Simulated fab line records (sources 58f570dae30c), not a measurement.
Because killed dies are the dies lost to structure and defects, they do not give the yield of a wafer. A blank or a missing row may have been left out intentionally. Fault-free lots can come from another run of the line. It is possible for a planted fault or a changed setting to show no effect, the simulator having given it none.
Which of the tools did it?    flow berkeley_cmos170    7 lots (21 wafers sampled), 1 step of a 331-step route

WHAT THE GAUGES READ, wafer by wafer
UCB170_NWELL_THK_MEAS_02.
lot   measured     on             NWELL_OXIDE_THK (nm)
L144  day 2 07:18  film_metro-03  25.9 25.9 25.9
L147  day 3 00:01  film_metro-04  26.8 26.5 26.6
L149  day 3 09:16  film_metro-02  26.6 26.6 26.2
L155  day 4 15:47  film_metro-02  26.6 26.5 26.8
L160  day 5 16:17  film_metro-04  27.0 27.0 26.3
L162  day 5 21:56  film_metro-04  26.2 26.0 26.2
L166  day 6 21:17  film_metro-04  27.4 27.4 27.3

TOOL THAT RAN EACH LOT (tool first, then ch and the chambers of the sampled wafers, then the start)
Before these readings, the record contains no process step.

THE ANSWER, worked out from the rows above alone
Rule: usual is defined by the lots themselves. The widest of any qualifying gaps counts: lots, ordered by their means at a reading, are off when they make up no more than a third of the lots, leave a main group of 4 or more, and stand apart from it by 3 or more times the standard deviation of that group's means. A main group is skipped when, at the precision printed for the reading in the tables above, its means are all equal. A lot without any number at a reading at which 4 lots or more have one is off too. Where the step has rows for the other lots, those lots are counted as sound.
None of the lots is off at any reading shown; this tells nothing.

WHAT WAS PUT IN BY THE SIMULATOR
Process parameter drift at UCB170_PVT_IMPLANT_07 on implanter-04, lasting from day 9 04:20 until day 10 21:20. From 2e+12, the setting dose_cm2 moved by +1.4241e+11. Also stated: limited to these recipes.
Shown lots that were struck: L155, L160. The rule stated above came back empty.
